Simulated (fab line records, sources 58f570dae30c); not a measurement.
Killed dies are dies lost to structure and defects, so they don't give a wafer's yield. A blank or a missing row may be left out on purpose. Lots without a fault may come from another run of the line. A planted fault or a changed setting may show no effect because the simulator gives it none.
Which tool did it? | flow berkeley_cmos170 | 14 lots, 42 wafers sampled, at 4 steps of a route of 331

WHAT THE GAUGES READ, wafer by wafer
UCB170_PSD_TW_MEAS_10.
lot  | measured     | on            | PSD_TW
L108 | day 8 13:04  | film_metro-03 | 2338 2338 2343
L105 | day 8 13:11  | film_metro-02 | 2312 2318 2314
L104 | day 8 13:55  | film_metro-02 | 2318 2312 2316
L107 | day 8 13:21  | film_metro-04 | 2336 2341 2331
L111 | day 9 04:32  | film_metro-03 | 2333 2329 2342
L110 | day 9 03:35  | film_metro-04 | 2310 2318 2308
L113 | day 10 00:17 | film_metro-02 | 2325 2325 2308
L117 | day 10 12:02 | film_metro-04 | 2333 2331 2325
L116 | day 10 12:13 | film_metro-02 | 2324 2333 2322
L121 | day 11 17:09 | film_metro-04 | 2328 2326 2316
L122 | day 11 17:19 | film_metro-03 | 2341 2349 2361
L125 | day 12 11:25 | film_metro-02 | 2315 2325 2319
L124 | day 12 11:58 | film_metro-03 | 2339 2349 2353
L126 | day 12 12:05 | film_metro-04 | 2331 2321 2331

UCB170_NSD_CD_MEAS_06: target cd 1200 nm.
lot  | measured     | on        | cd_nm (nm)
L108 | day 8 17:58  | cd_sem-02 | 1200.2 1200.7 1200.7
L105 | day 8 17:43  | cd_sem-02 | 1200.9 1202.3 1200.5
L104 | day 8 18:41  | cd_sem-02 | 1198.7 1198.7 1198.8
L107 | day 8 18:28  | cd_sem-02 | 1199.9 1200.8 1200.6
L111 | day 9 07:00  | cd_sem-02 | 1202.2 1200.8 1201.1
L110 | day 9 06:24  | cd_sem-02 | 1198.8 1199.4 1199.2
L113 | day 10 01:31 | cd_sem-01 | 1201.3 1201.2 1201.9
L117 | day 10 17:59 | cd_sem-02 | 1201.4 1200.9 1200.3
L116 | day 10 17:31 | cd_sem-01 | 1201.5 1201.8 1202.1
L121 | day 11 19:32 | cd_sem-01 | 1198.2 1196.5 1197.9
L122 | day 11 19:29 | cd_sem-02 | 1198.9 1198.7 1198.4
L125 | day 12 12:52 | cd_sem-01 | 1201.8 1202.2 1201.7
L124 | day 12 13:14 | cd_sem-01 | 1199.0 1199.8 1200.0
L126 | day 12 13:23 | cd_sem-01 | 1198.3 1199.4 1199.8

WHICH TOOL RAN EACH LOT (tool, then ch and the chambers of the sampled wafers, then the start)
lot  | UCB170_NLDD_STRIP_10                 | UCB170_PSD_CLEAN_11
L108 | plasma_asher-03 ch 0,1, day 8 06:22  | wet_bench-01 ch 3, day 8 14:44
L105 | plasma_asher-03 ch 0, day 8 06:59    | wet_bench-01 ch 0, day 8 14:44
L104 | plasma_asher-02 ch 0,1, day 8 07:39  | wet_bench-03 ch 2, day 8 14:47
L107 | plasma_asher-02 ch 0,1, day 8 08:05  | wet_bench-01 ch 3, day 8 14:44
L111 | plasma_asher-02 ch 0,1, day 8 19:22  | wet_bench-02 ch 0, day 9 04:35
L110 | plasma_asher-01 ch 0,1, day 8 19:29  | wet_bench-02 ch 3, day 9 03:38
L113 | plasma_asher-03 ch 0,1, day 9 15:05  | wet_bench-02 ch 1, day 10 00:21
L117 | plasma_asher-02 ch 0,1, day 10 03:48 | wet_bench-02 ch 3, day 10 15:10
L116 | plasma_asher-02 ch 0,1, day 10 04:55 | wet_bench-02 ch 0, day 10 15:10
L121 | plasma_asher-01 ch 0,1, day 11 09:51 | wet_bench-03 ch 2, day 11 17:12
L122 | plasma_asher-03 ch 0,1, day 11 10:47 | wet_bench-02 ch 0, day 11 17:21
L125 | plasma_asher-01 ch 0,1, day 12 04:32 | wet_bench-02 ch 0, day 12 11:28
L124 | plasma_asher-02 ch 0,1, day 12 05:02 | wet_bench-01 ch 0, day 12 12:01
L126 | plasma_asher-01 ch 0,1, day 12 06:59 | wet_bench-02 ch 3, day 12 12:08
- UCB170_NLDD_STRIP_10: strips in O2.
- UCB170_PSD_CLEAN_11: cleans in SPM, time 600 s.

WHAT THE TOOLS THEMSELVES READ (means of the sampled wafers that have a number; where no wafer has one, the mark that the record gives instead)
UCB170_NLDD_STRIP_10.
lot  | tool            | drypump_motor_current_A (A) | oes_product_au (a.u.) | strip_time_to_endpoint_s (s)
L108 | plasma_asher-03 | 5.7                         | 0.734                 | 21.58
L105 | plasma_asher-03 | 5.6                         | 0.734                 | 21.58
L104 | plasma_asher-02 | 5.9                         | 0.737                 | 21.62
L107 | plasma_asher-02 | 5.8                         | 0.738                 | 21.54
L111 | plasma_asher-02 | 5.9                         | 0.735                 | 21.64
L110 | plasma_asher-01 | 5.3                         | 0.735                 | 21.66
L113 | plasma_asher-03 | 5.7                         | 0.733                 | 21.55
L117 | plasma_asher-02 | 5.5                         | 0.738                 | 21.53
L116 | plasma_asher-02 | 5.8                         | 0.736                 | 21.61
L121 | plasma_asher-01 | 5.3                         | 0.736                 | 21.64
L122 | plasma_asher-03 | 5.7                         | 0.736                 | 21.65
L125 | plasma_asher-01 | 5.3                         | 0.735                 | 21.68
L124 | plasma_asher-02 | 5.5                         | 0.736                 | 21.56
L126 | plasma_asher-01 | 5.3                         | 0.733                 | 21.62

UCB170_PSD_CLEAN_11.
lot  | tool         | bath_guard_temp_C (C) | bath_heat_duty_pct (%)
L108 | wet_bench-01 | 119.5                 | 13.3
L105 | wet_bench-01 | 120.5                 | 13.6
L104 | wet_bench-03 | 120.8                 | 14.8
L107 | wet_bench-01 | 119.5                 | 12.8
L111 | wet_bench-02 | 119.8                 | 11.7
L110 | wet_bench-02 | 120.5                 | 12.1
L113 | wet_bench-02 | 121.3                 | 12.6
L117 | wet_bench-02 | 120.5                 | 12.9
L116 | wet_bench-02 | 119.8                 | 11.6
L121 | wet_bench-03 | -                     | -
L122 | wet_bench-02 | -                     | -
L125 | wet_bench-02 | 119.7                 | 11.5
L124 | wet_bench-01 | 120.4                 | 13.2
L126 | wet_bench-02 | 120.6                 | 12.7

THE ANSWER, worked out from the rows above alone
Rule: what is usual is taken from the lots themselves. Put in order of their means at a reading, lots are off if they are a third of the lots or fewer, leave a main group of 4 or more, and stand apart from it by a gap of 3 or more times the standard deviation of the main group's means; of several such gaps the widest counts. A main group whose means are all the same, to the digits that the tables above print for the reading, isn't used. A lot without any number at a reading at which 4 lots or more have one is off too. The other lots that the step has rows for count as sound. The gauges are gone through in route order, then the tools' own readings, and for those a lot's mean is taken as printed above. The first step at which some lot is off is used, and at that step the reading that is off furthest; a lot without a number counts as furthest.
Off: L121, L122, at UCB170_PSD_CLEAN_11 (bath_guard_temp_C). Without a number there: L121, L122. The main group: mean 120.2 C, standard deviation 0.55.
A tool fits if, at that step or a process step before it, it ran every lot that is off, and no sound lot after the first of them. None of those tried fits.

WHAT THE SIMULATOR HAD PUT IN
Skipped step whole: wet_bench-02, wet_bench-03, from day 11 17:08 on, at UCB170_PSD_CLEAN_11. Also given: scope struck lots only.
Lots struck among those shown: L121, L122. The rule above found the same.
